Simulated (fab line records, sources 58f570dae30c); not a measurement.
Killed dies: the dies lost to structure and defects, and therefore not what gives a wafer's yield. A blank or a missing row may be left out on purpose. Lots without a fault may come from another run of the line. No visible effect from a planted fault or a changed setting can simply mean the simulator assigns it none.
Split-lot experiment    flow berkeleyCmos170    23 wafers read across 5 lots, on a route 331 steps long

ABOUT THE SPLIT
At UCB170_BACKSIDE_COAT_01 (resist thk 900 nm), the setting spinRpm was moved away from the recipe's 1500 rpm on 11 of the 23 wafers read, by -7.1% to +3.2%. This setting was run at the recipe's value on the other wafers.

The reading is taken at the split's own step.

THE READING
KrF_of_BACKSIDE_COAT_01.thkNm (the simulator's own value, which no gauge read), in nm, at UCB170_BACKSIDE_COAT_01 (resist thk 900 nm). The file gives no usual value for it. The 12 wafers here that ran the recipe average 899.5 nm, standard deviation 1.6 nm.

wafer   tool, chamber at the split  spinRpm as run, rpm  against the recipe  KrF_of_BACKSIDE_COAT_01.thkNm, nm  against lot-mates on the recipe
L074.1  lithoTrack-02, 0            1500                 recipe              900.3                              -
L074.2  lithoTrack-02, 0            1500                 recipe              900.8                              -
L074.3  lithoTrack-02, 0            1444                 -3.7%               916.1                              +15.6
L074.4  lithoTrack-02, 0            1444                 -3.7%               916.4                              +15.9
L074.6  lithoTrack-02, 0            1444                 -3.7%               917.3                              +16.8
L075.1  lithoTrack-02, 0            1393                 -7.1%               931.8                              +33.4
L075.3  lithoTrack-02, 0            1500                 recipe              898.5                              -
L075.4  lithoTrack-02, 0            1393                 -7.1%               931.5                              +33.1
L075.5  lithoTrack-02, 0            1500                 recipe              899.2                              -
L075.6  lithoTrack-02, 0            1500                 recipe              897.5                              -
L077.1  lithoTrack-04, 0            1438                 -4.1%               920.4                              +19.2
L077.2  lithoTrack-04, 0            1438                 -4.1%               921.8                              +20.6
L077.3  lithoTrack-04, 0            1438                 -4.1%               919.4                              +18.2
L077.4  lithoTrack-04, 0            1500                 recipe              902.2                              -
L077.6  lithoTrack-04, 0            1500                 recipe              900.2                              -
L079.2  lithoTrack-01, 0            1548                 +3.2%               882.8                              -15.1
L079.3  lithoTrack-01, 0            1500                 recipe              900                                -
L079.4  lithoTrack-01, 0            1548                 +3.2%               880.6                              -17.3
L079.5  lithoTrack-01, 0            1548                 +3.2%               884.8                              -13.1
L079.6  lithoTrack-01, 0            1500                 recipe              895.8                              -
L081.3  lithoTrack-02, 0            1500                 recipe              898.4                              -
L081.4  lithoTrack-02, 0            1500                 recipe              900.9                              -
L081.6  lithoTrack-02, 0            1500                 recipe              900                                -

FIT RESULTS
A straight line over all 23 wafers: KrF_of_BACKSIDE_COAT_01.thkNm changes by -4.79 nm for each +1% of spinRpm; r = -0.99; the points scatter about the line by 1.7 nm.
The same after taking each lot's own level away (the mean of its wafers on the recipe; 23 wafers): -4.63 nm for each +1%; r = -1.00; scatter 1.2 nm.
The reading moves by 33 nm for the largest change in spinRpm, on that fit.
Measured against the standard deviation above, the lots' own levels, which go from 897.90 to 901.20 nm, span 2.0 times it.
Consequently the slope shifts little with the lot-to-lot level, the two slopes agreeing.
Check: for one of the wafers moved furthest among these (-7.1%), held out of the fit, the line's prediction against its lot-mates is +32.7 nm. Against them it came out at +33.4 nm.

OTHER SPLITS ON THESE WAFERS
Before the reading, these wafers also passed through other splits. Each is held against what the fit with the lots' levels taken away leaves over:
other split on the same wafers   wafers away from the commonest value  r with KrF_of_BACKSIDE_COAT_01.thkNm (lot level and that fit taken away)
UCB170_PLDD_COAT_01 resistThkNm  7                                     +0.07
UCB170_SPACER_CVD_00 timeS       8                                     -0.09
UCB170_NSD_IMPLANT_08 energyKev  9                                     -0.01

THE WHOLE CHAIN: every reading that the file lists as answering this split, in the file's order
step                      what it does       reading                                                                         change (the file's fit)               r (the file's)
UCB170_BACKSIDE_COAT_01   resist thk 900 nm  KrF_of_BACKSIDE_COAT_01.thkNm (the simulator's own value, which no gauge read)  -4.61 nm for each +1% of the setting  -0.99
UCB170_BACKSIDE_STRIP_03  strips in O2       stripTimeToEndpointS                                                            withheld for each +1% of the setting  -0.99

FILE'S OWN FIT
KrF_of_BACKSIDE_COAT_01.thkNm changes by -4.61 nm for each +1% of spinRpm, r = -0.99.
